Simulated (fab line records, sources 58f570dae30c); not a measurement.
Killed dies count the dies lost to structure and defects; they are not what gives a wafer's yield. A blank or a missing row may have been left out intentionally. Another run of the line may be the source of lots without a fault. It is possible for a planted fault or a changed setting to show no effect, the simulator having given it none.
2 desks, one fault :: flow berkeley-cmos170 :: only its own numbers are on each desk; what lay behind them is given at the end

== THE TOOL OWNER'S DESK: implanter-04 ==
The tool's own readings at UCB170_PSD_IMPLANT_08: means of the sampled wafers that have a number, for each lot that ran on this tool. A lot is out of limits, marked OUT, if its mean lies more than 4 standard deviations from the usual mean; the brackets give that distance.
Columns: A = dose-ions-cm2 at UCB170_PSD_IMPLANT_08, usual 3e+15; B = end-station-pressure-torr at UCB170_PSD_IMPLANT_08, usual 1.24e-05 Torr; C = faraday-current-uA at UCB170_PSD_IMPLANT_08, usual 9212
lot: L945
first seen here: day 6 17:01
A: 3e+15
B: 1.22e-05
C: 9216

lot: L946
first seen here: day 6 17:16
A: 3e+15
B: 1.24e-05
C: 9210

lot: L952
first seen here: day 8 01:55
A: 2e+15 (-99 or more) OUT
B: 1.04e-05
C: 6562 (-13) OUT

lot: L954
first seen here: day 8 11:32
A: 2e+15 (-99 or more) OUT
B: 1.03e-05
C: 6557 (-13) OUT
This desk's verdict: out of limits on L952, L954, starting with L952 at day 8 01:55 (dose-ions-cm2 at UCB170_PSD_IMPLANT_08). L945, L946: within limits.

== METROLOGY DESK ==
Means of the sampled wafers that have a number, per lot and without regard to the tool the lot ran on: this is what the gauges read. A lot is out of limits, marked OUT, if its mean lies more than 4 standard deviations from the usual mean; the brackets give that distance.
Columns: A = PSD_TW at UCB170_PSD_TW_MEAS_10, usual 2316; B = PSD_RS at UCB170_SDANNEAL_RS_MEAS_02, usual 75.5 ohm/sq
lot: L944
first seen here: day 6 12:20
A: 2310
B: 75.2

lot: L943
first seen here: day 6 12:44
A: 2328
B: 75.7

lot: L945
first seen here: day 6 17:16
A: 2326
B: 75.3

lot: L946
first seen here: day 6 17:31
A: 2319
B: 76.2

lot: L948
first seen here: day 7 04:26
A: 2303
B: 75.7

lot: L952
first seen here: day 8 02:08
A: 2060 (-12) OUT
B: 96.4 (+67) OUT

lot: L954
first seen here: day 8 11:47
A: 2075 (-11) OUT
B: 96.5 (+68) OUT

lot: L959
first seen here: day 9 16:02
A: 2326
B: 75.4

lot: L958
first seen here: day 9 16:16
A: 2347
B: 75.6

lot: L960
first seen here: day 9 20:01
A: 2307
B: 75.4

lot: L962
first seen here: day 10 15:55
A: 2348
B: 75.4

lot: L963
first seen here: day 10 15:59
A: 2300
B: 75.4

lot: L964
first seen here: day 10 19:07
A: 2306
B: 75.5

lot: L966
first seen here: day 11 12:32
A: 2300
B: 75.5
This desk reports L952, L954 out of limits; the earliest was L952 at day 8 02:08 (PSD_TW at UCB170_PSD_TW_MEAS_10). L944, L943, L945, L946, L948, L959, L958, L960, L962, L963, L964, L966: within limits.

== PUT TOGETHER ==
The tool owner's desk had the chance to raise an alarm at day 8 01:55 on L952, L954.
Metrology desk: alarm possible at day 8 02:08 on L952, L954.
On implanter-04, each named lot ran UCB170_PSD_IMPLANT_08.

== WHAT THE SIMULATOR HAD PUT IN ==
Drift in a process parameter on implanter-04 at UCB170_PSD_IMPLANT_08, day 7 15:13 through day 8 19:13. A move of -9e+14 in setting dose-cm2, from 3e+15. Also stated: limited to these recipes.
Shown lots that were struck: L952, L954.
Hours from the fault's start to each desk's first reading out of limits: the tool owner's desk, 11; the metrology desk, 11.
